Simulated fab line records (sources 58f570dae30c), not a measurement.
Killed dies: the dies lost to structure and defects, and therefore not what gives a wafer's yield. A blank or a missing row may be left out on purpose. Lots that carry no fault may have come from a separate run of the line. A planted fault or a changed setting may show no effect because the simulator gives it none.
Split-lot experiment	flow berkeley_cmos170	23 wafers read across 5 lots, on a route 331 steps long

THE SPLIT
At UCB170_CONTACT_ETCH_18 (etches PSG in CHF3/CF4/Ar, stops on TiSi2, target depth 840 nm, time 195 s), the setting time_s was moved away from the recipe's 195 s on 8 of the 23 wafers read, by -13.7% to +13.7%. This setting was run at the recipe's value on the other wafers.

The reading comes from the split's own step.

THE READING
KrF_of_CONTACT_COAT_10.thk_nm (the simulator's own value, which no gauge read), in nm, at UCB170_CONTACT_ETCH_18 (etches PSG in CHF3/CF4/Ar, stops on TiSi2, target depth 840 nm, time 195 s). No usual value for it is given in the file. Across the 15 wafers here that went through the recipe, the average is 694.1 nm and the standard deviation 3.7 nm.

wafer	tool, chamber at the split	time_s as run, s	against the recipe	KrF_of_CONTACT_COAT_10.thk_nm, nm	against lot-mates on the recipe
L075.1	rie_diel-01, 0	168.2	-13.7%	721.1	+27.9
L075.2	rie_diel-01, 2	195	recipe	696.9	-
L075.3	rie_diel-01, 1	195	recipe	689.4	-
L075.5	rie_diel-01, 0	195	recipe	693.3	-
L075.6	rie_diel-01, 2	168.2	-13.7%	722.7	+29.5
L074.1	rie_diel-04, 1	195	recipe	698.2	-
L074.3	rie_diel-04, 0	195	recipe	699.7	-
L074.6	rie_diel-04, 3	195	recipe	692.3	-
L080.1	rie_diel-04, 2	180.7	-7.3%	702.5	+8.1
L080.2	rie_diel-04, 1	195	recipe	693.9	-
L080.3	rie_diel-04, 0	195	recipe	694.9	-
L080.4	rie_diel-04, 1	180.7	-7.3%	708.6	+14.2
L080.6	rie_diel-04, 2	180.7	-7.3%	704.7	+10.3
L082.1	rie_diel-04, 0	195	recipe	691.9	-
L082.2	rie_diel-04, 1	195	recipe	699.4	-
L082.3	rie_diel-04, 2	195	recipe	690	-
L082.4	rie_diel-04, 0	195	recipe	695	-
L082.6	rie_diel-04, 1	195	recipe	698.1	-
L081.1	rie_diel-04, 2	195	recipe	687.5	-
L081.2	rie_diel-04, 1	221.8	+13.7%	663.1	-25.9
L081.3	rie_diel-04, 0	221.8	+13.7%	664.6	-24.4
L081.4	rie_diel-04, 0	195	recipe	690.4	-
L081.5	rie_diel-04, 1	221.8	+13.7%	663.9	-25.1

THE FIT
A straight line over all 23 wafers: KrF_of_CONTACT_COAT_10.thk_nm changes by -2.05 nm for each +1% of time_s; r = -0.97; the points scatter about the line by 3.6 nm.
The same after taking each lot's own level away (the mean of its wafers on the recipe; 23 wafers): -1.87 nm for each +1%; r = -0.98; scatter 3 nm.
The reading moves by 26 nm for the largest change in time_s, on that fit.
The span of the lots' own levels, 688.95 to 696.73 nm, comes to 2.1 times the standard deviation stated above.
Consequently the slope shifts little with the lot-to-lot level, the two slopes agreeing.
Check: -25.6 nm against its lot-mates is what the line predicts for one of the wafers moved furthest among these (+13.7%) when that wafer is left out of the fit. It came out at -25.9 nm against them.

FURTHER SPLITS ON THESE WAFERS
Before the reading, these wafers also passed through other splits. Each is held against what the fit with the lots' levels taken away leaves over:
other split on the same wafers	wafers away from the commonest value	r with KrF_of_CONTACT_COAT_10.thk_nm (lot level and that fit taken away)
UCB170_SILICIDE_SPUTTER_01 time_s	9	-0.02
UCB170_CONTACT_COAT_04 resist_thk_nm	7	+0.42

THE FILE'S OWN FIT
KrF_of_CONTACT_COAT_10.thk_nm changes by -1.9 nm for each +1% of time_s, r = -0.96.
